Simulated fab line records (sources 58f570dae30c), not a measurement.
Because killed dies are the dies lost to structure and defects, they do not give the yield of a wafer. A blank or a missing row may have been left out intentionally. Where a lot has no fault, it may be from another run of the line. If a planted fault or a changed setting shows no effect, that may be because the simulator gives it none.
Which tool did it? -- flow berkeley_cmos170 -- 7 lots, 21 wafers sampled, at 1 step of a route of 331

WHAT EACH GAUGE READ, for each wafer
UCB170_ACTIVE_CD_MEAS_13: target cd 1200 nm.
lot,measured,on,cd_nm (nm)
L343,day 4 18:01,cd_sem-01,1200.5 1200.2 1199.8
L348,day 6 00:55,cd_sem-01,1201.2 1200.7 1199.4
L352,day 6 13:00,cd_sem-01,1199.0 1201.5 1200.7
L353,day 7 02:02,cd_sem-01,1203.1 1201.2 1201.2
L356,day 7 11:54,cd_sem-01,1200.3 1199.1 1199.8
L360,day 8 02:05,cd_sem-01,1198.5 1199.3 1197.7
L362,day 8 12:16,cd_sem-01,1201.1 1201.5 1201.1

EACH LOT AND THE TOOL THAT RAN IT (in order: tool; ch and the chambers of the sampled wafers; start)
Before these readings, the record contains no process step.

THE ANSWER, worked out from the rows above alone
Rule: the lots themselves supply what counts as usual. Put in order of their means at a reading, lots are off if they are a third of the lots or fewer, leave a main group of 4 or more, and stand apart from it by a gap of 3 or more times the standard deviation of the main group's means; of several such gaps the widest counts. If all means in a main group match to the digits the tables above print for the reading, that group is not used. A lot without any number at a reading at which 4 lots or more have one is off too. The other lots that the step has rows for count as sound.
None of the lots is off at any reading shown; this tells nothing.

WHAT WAS PUT IN BY THE SIMULATOR
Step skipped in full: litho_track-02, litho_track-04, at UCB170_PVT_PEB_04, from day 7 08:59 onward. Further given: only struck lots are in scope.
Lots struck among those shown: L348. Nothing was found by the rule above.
